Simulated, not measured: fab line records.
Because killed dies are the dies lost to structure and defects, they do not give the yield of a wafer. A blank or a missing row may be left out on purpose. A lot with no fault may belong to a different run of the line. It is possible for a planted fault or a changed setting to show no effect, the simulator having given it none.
fab line records | flow rit-cmos
record: lots: 6 wafers: 18 last-day: 7
route steps=202 shown NRETRO@54 PRETRO@64 M1@202
lots with no fault: from the same line, run without faults
start-h: hours from the record's first day to the start of the lot's first wafer shown | wait-h: hours elapsed since this lot's preceding step | " repeats the value in the row above | L1.1+2: several wafers, shown together as one row | - either no value or no given start | * or withheld: withheld | < > ~ a bound
route shown NAME@n: a module of which the file shows steps, and the number in the route of the first | usual: the fault-free wafers' mean and standard deviation | same: alike in all rows | chamber/n: place in a boat | sites: each site's reading | _std_site: standard deviation across them | _edge_site: the outer-site mean with the inner-site mean subtracted | radius-mm: for every site, how far away it sits from the centre of the wafer | mask NAME#n: copy n | behind: the most recent tool/chamber to have shaped the wafer | hold: what put the lot on hold/how long, in hours/how the hold closed | device: names the non-switching transistor (n, p or np) | end of line: the same wafers' tests at the end of the route | step lacking rows: just its recipe | killed: not the wafer's yield, but the dies lost to structure and defects at the first sort | map: a wafer's dies, x killed, . not, _ none there
set.NAME: the run value of the setting; set.NAME@STEP: its run value at that earlier step | model.NAME: the simulator's own value behind a step, which no gauge read
lots at some steps of the route; a table a step, a row a wafer
services: a tool's chamber out of use, with start hour (start-h, from the record's first day; less than 0 if before it), hours out, and reason
== steps ==
step: RIT_NRETRO_COAT_01
recipe: resist: NOVOLAK spin-rpm: 2000 resist-thk-nm: 1300
step: RIT_NRETRO_SOFTBAKE_02
recipe: resist: NOVOLAK temp-c: 90 time-s: 60
step: RIT_NRETRO_EXPOSE_03
recipe: mask-id: M4 na: 0.57 target-cd-nm: 43900 dose-mj: 250
step: RIT_NRETRO_PEB_04
recipe: resist: NOVOLAK temp-c: withheld time-s: withheld
step: RIT_NRETRO_DEVELOP_05
recipe: resist: NOVOLAK develop-time-s: 68 dev-temp-c: 23
step: RIT_NRETRO_OVL_MEAS_06
usual: NRETRO_OVL: 0.1/1.4
columns lot.wafer tool chamber start-h wait-h NRETRO_OVL[nm]
L627.2 overlay-02 - 44.57 - -1.8
L627.5 " - " " 0.3
L627.6 " - " " 0.9
L628.2 overlay-01 - 49.37 - 1.6
L628.3 " - " " 0.3
L628.5 " - " " 2.2
L636.2 overlay-02 - 86.60 - -1.2
L636.3 " - " " -1.7
L636.6 " - " " -0.5
L637.4 overlay-02 - 91.70 - 0.0
L637.5 " - " " 0.0
L637.6 " - " " 0.0
L638.2 overlay-01 - 99.25 - 0.4
L638.4 " - " " 3.3
L638.6 " - " " -0.3
L644.1 overlay-02 - 125.70 - 1.0
L644.2 " - " " 1.1
L644.5 " - " " 1.1
step: RIT_NRETRO_HARDBAKE_07
recipe: resist: NOVOLAK temp-c: 140 time-s: 120
step: RIT_NRETRO_IMPLANT_08
recipe: species: P energy-kev: 70 dose-cm2: 1e+13 tilt-deg: 7
step: RIT_NRETRO_STRIP_09
recipe: chemistry: O2 time-s: 180 resist: NOVOLAK platen-temp-c: withheld power-w: 500 pressure-mtorr: 4000 o2-flow-sccm: 4000
usual: chamber-pressure-mTorr: 4000/3.8 drypump-motor-current-A: 5.5/0.53
columns lot.wafer tool chamber start-h wait-h chamber-pressure-mTorr drypump-motor-current-A rf-hours-counter-h
L627.2 plasma-asher-01 1 45.00 0.1 3995 6.0 39
L627.5 " 0 " " 4004 4.7 -
L627.6 " 1 " " 4001 5.9 -
L628.2 plasma-asher-04 1 49.80 0.1 3995 6.0 26
L628.3 " 1 " " 3995 6.0 -
L628.5 " 1 " " 3996 6.0 -
L636.2 plasma-asher-01 0 87.03 0.1 4005 4.7 43
L636.3 " 0 " " 4002 4.7 -
L636.6 " 0 " " 4006 4.7 -
L637.4 plasma-asher-04 0 92.18 0.1 3999 5.5 -
L637.5 " 0 " " 4003 5.5 -
L637.6 " 1 " " 3995 6.0 -
L638.2 plasma-asher-02 1 99.68 0.1 4002 6.0 46
L638.4 " 0 " " 3992 5.0 -
L638.6 " 1 " " 4003 6.0 -
L644.1 plasma-asher-04 0 126.13 0.1 4001 5.5 35
L644.2 " 1 " " 3990 6.0 35
L644.5 " 1 " " 4002 6.0 -
step: RIT_NRETRO_TW_MEAS_10
usual: NRETRO_TW: 1034/10
columns lot.wafer tool chamber start-h wait-h NRETRO_TW
L627.2 film-metro-02 - 45.18 0.1 1034
L627.5 " - " " 1030
L627.6 " - " " 1031
L628.2 film-metro-04 - 49.98 0.1 1051
L628.3 " - " " 1048
L628.5 " - " " 1055
L636.2 film-metro-03 - 87.22 0.1 1018
L636.3 " - " " 1017
L636.6 " - " " 1015
L637.4 film-metro-04 - 92.32 0.1 1045
L637.5 " - " " 1056
L637.6 " - " " 1040
L638.2 film-metro-02 - 99.86 0.1 1032
L638.4 " - " " 1027
L638.6 " - " " 1034
L644.1 film-metro-02 - 126.31 0.1 1030
L644.2 " - " " 1028
L644.5 " - " " 1035
step: RIT_PRETRO_HMDS_00
recipe: prime-time-s: 60 prime-temp-c: 140
step: RIT_PRETRO_COAT_01
recipe: resist: NOVOLAK spin-rpm: 2000 resist-thk-nm: 1300
step: RIT_PRETRO_SOFTBAKE_02
recipe: resist: NOVOLAK temp-c: 90 time-s: 60
usual: heater-power-total-W: 34.56/0.048 run-length-s: 89.10/0.14
columns lot.wafer tool chamber start-h wait-h heater-power-total-W run-length-s
L627.2 litho-track-04 0 45.56 0.1 34.54 89.10
L627.5 " 0 " " 34.62 89.19
L627.6 " 0 " " 34.59 89.42
L628.2 litho-track-03 0 50.51 0.1 34.59 88.89
L628.3 " 0 " " 34.52 88.93
L628.5 " 0 " " 34.50 88.90
L636.2 litho-track-03 0 87.59 0.1 35.72 82.59
L636.3 " 0 " " 35.74 82.77
L636.6 " 0 " " 35.79 82.56
L637.4 litho-track-03 0 92.73 0.1 35.89 82.54
L637.5 " 0 " " 35.76 82.71
L637.6 " 0 " " 35.77 82.78
L638.2 litho-track-01 0 100.24 0.1 34.60 88.99
L638.4 " 0 " " 34.64 89.16
L638.6 " 0 " " 34.62 89.09
L644.1 litho-track-01 0 126.78 0.1 34.48 89.00
L644.2 " 0 " " 34.56 88.97
L644.5 " 0 " " 34.52 88.98
step: RIT_PRETRO_EXPOSE_03
recipe: mask-id: M5 na: 0.57 target-cd-nm: 43700 dose-mj: 250
step: RIT_M1_PROBE_99
usual: killed-at-contacts: 0.1/0.34 killed-at-front-end: 7.0/2.9 killed-dies: 7.2/2.9 killed-on-rim: 2.1/1.4 killed-open: 3.6/1.9 killed-short: 3.5/2.1
same: gross-dies: 264 killed_at_M0_to_M3: 0 killed_at_M4_up: 0 killed-at-back-side: 0 killed-at-other: 0
columns lot.wafer tool chamber start-h wait-h killed-at-contacts killed-at-front-end killed-dies killed-on-rim killed-open killed-short
L627.2 prober-02 - 73.83 0.1 0 12 12 3 5 7
L627.5 prober-02 - 73.98 0.2 0 12 12 2 6 6
L627.6 prober-02 - 74.03 0.2 0 9 9 3 7 2
L628.2 prober-01 - 77.05 0.1 0 5 5 1 3 1
L628.3 prober-01 - 77.10 0.2 0 3 3 1 2 1
L628.5 prober-01 - 77.20 0.2 0 11 11 2 4 7
L636.2 prober-02 - 117.56 0.1 0 4 4 2 1 3
L636.3 prober-02 - 117.61 0.2 0 7 7 2 4 3
L636.6 prober-02 - 117.76 0.2 0 7 7 3 4 3
L637.4 prober-01 - 124.36 0.2 0 9 9 5 7 2
L637.5 prober-01 - 124.41 0.2 1 8 9 3 8 1
L637.6 prober-01 - 124.46 0.2 0 3 3 0 0 3
L638.2 prober-02 - 128.76 0.1 0 7 7 1 2 5
L638.4 prober-02 - 128.86 0.2 0 3 3 1 2 1
L638.6 prober-02 - 128.96 0.2 0 10 10 5 6 4
L644.1 prober-02 - 156.02 0.1 0 4 4 2 1 3
L644.2 prober-02 - 156.07 0.1 0 7 7 3 5 2
L644.5 prober-02 - 156.22 0.2 1 4 5 2 3 1
killed by level:class
L627.2 GATE:geometric-particle:short=5 FOX2:geometric-particle:open=2 GATE:geometric-particle:open=2 REOX:geometric-particle:short=2 SILICIDE:geometric-particle:open=1
L627.5 GATE:geometric-particle:open=4 FOX1:geometric-particle:short=1 FOX2:geometric-particle:short=1 GATE:geometric-particle:short=1 REOX:geometric-particle:short=1 SILICIDE:geometric-particle:short=1 SPACER:geometric-particle:open=1 SPACER:geometric-particle:short=1
L627.6 SPACER:geometric-particle:open=3 GATE:geometric-particle:open=2 FOX1:geometric-particle:open=1 GATE:geometric-particle:short=1 REOX:geometric-particle:short=1 SILICIDE:geometric-particle:open=1
L628.2 GATE:geometric-particle:open=1 REOX:geometric-particle:open=1 SPACER:geometric-particle:open=1 SPACER:geometric-particle:short=1 PLDD:coat-microbubble-printed=1
L628.3 FOX2:geometric-particle:open=1 SPACER:geometric-particle:short=1 SILICIDE:geometric-particle:open=1
L628.5 SPACER:geometric-particle:open=3 FOX1:geometric-particle:short=2 SPACER:geometric-particle:short=2 GATE:geometric-particle:short=1 REOX:geometric-particle:short=1 SILICIDE:geometric-particle:short=1 SILICIDE:geometric-particle:open=1
L636.2 GATE:geometric-particle:short=2 GATE:geometric-particle:open=1 REOX:geometric-particle:short=1
L636.3 REOX:geometric-particle:open=2 SILICIDE:geometric-particle:short=2 FOX1:geometric-particle:short=1 GATE:geometric-particle:open=1 SILICIDE:geometric-particle:open=1
L636.6 GATE:geometric-particle:open=2 REOX:geometric-particle:open=2 SPACER:geometric-particle:short=2 GATE:geometric-particle:short=1
L637.4 GATE:geometric-particle:open=2 ACTIVE:geometric-particle:open=1 FOX1:geometric-particle:open=1 FOX1:geometric-particle:short=1 REOX:geometric-particle:short=1 REOX:geometric-particle:open=1 SPACER:geometric-particle:open=1 SILICIDE:geometric-particle:open=1
L637.5 SPACER:geometric-particle:open=3 FOX1:geometric-particle:open=2 GATE:geometric-particle:open=1 REOX:geometric-particle:short=1 SILICIDE:geometric-particle:open=1 CONTACT:geometric-particle:open=1
L637.6 GATE:geometric-particle:short=3
L638.2 GATE:geometric-particle:short=3 REOX:geometric-particle:short=2 SPACER:geometric-particle:open=1 SILICIDE:geometric-particle:open=1
L638.4 FOX1:geometric-particle:open=1 REOX:geometric-particle:open=1 SILICIDE:geometric-particle:short=1
L638.6 FOX1:geometric-particle:open=2 GATE:geometric-particle:short=2 REOX:geometric-particle:open=2 GATE:geometric-particle:open=1 REOX:geometric-particle:short=1 SPACER:geometric-particle:short=1 SILICIDE:geometric-particle:open=1
L644.1 GATE:geometric-particle:short=1 GATE:geometric-particle:open=1 SPACER:geometric-particle:short=1 SILICIDE:geometric-particle:short=1
L644.2 SILICIDE:geometric-particle:open=2 FOX1:geometric-particle:open=1 GATE:geometric-particle:open=1 REOX:geometric-particle:open=1 REOX:geometric-particle:short=1 SPACER:geometric-particle:short=1
L644.5 FOX2:geometric-particle:open=1 SPACER:geometric-particle:open=1 SILICIDE:geometric-particle:short=1 CONTACT:geometric-particle:open=1 PRETRO:coat-microbubble-printed=1
== services ==
columns tool chamber start-h hours kind
litho-track-03 - 59.82 - consumable-replace:filter
plasma-asher-02 - 108.75 9.0 pm
plasma-asher-02 0 108.75 9.0 vent-cycle
plasma-asher-02 1 108.75 9.0 vent-cycle
plasma-asher-02 0 117.75 - clean
plasma-asher-02 1 117.75 - clean
== key ==
first-sign: step: RIT_PRETRO_SOFTBAKE_02 reading: run-length-s direction: down sigmas: 47 usual: * struck: *
effect: step: RIT_PRETRO_SOFTBAKE_02 reading: heater-power-total-W direction: up sigmas: 25 usual: 34.56 struck: 35.78
met-at RIT_PRETRO_SOFTBAKE_02
struck-wafers L636.2,L636.3,L636.6,L637.4,L637.5,L637.6
tester-left-out L636,L637
onset-between 50.51 87.59
fault: kind: process-parameter-drift tool: litho-track-03 chamber: - onset-h: 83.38 steps: RIT_PRETRO_SOFTBAKE_02 channel: time-s offset: * shape: step end-h: 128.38 acts-in: * stated: *
tester-left-out: of these lots the tester's yield and bins aren't shown, on N5 and GAA mostly nor the transistor test; their killed dies are dies lost to structure and defects alone, not to doping, threshold or leakage, so they don't give the yield
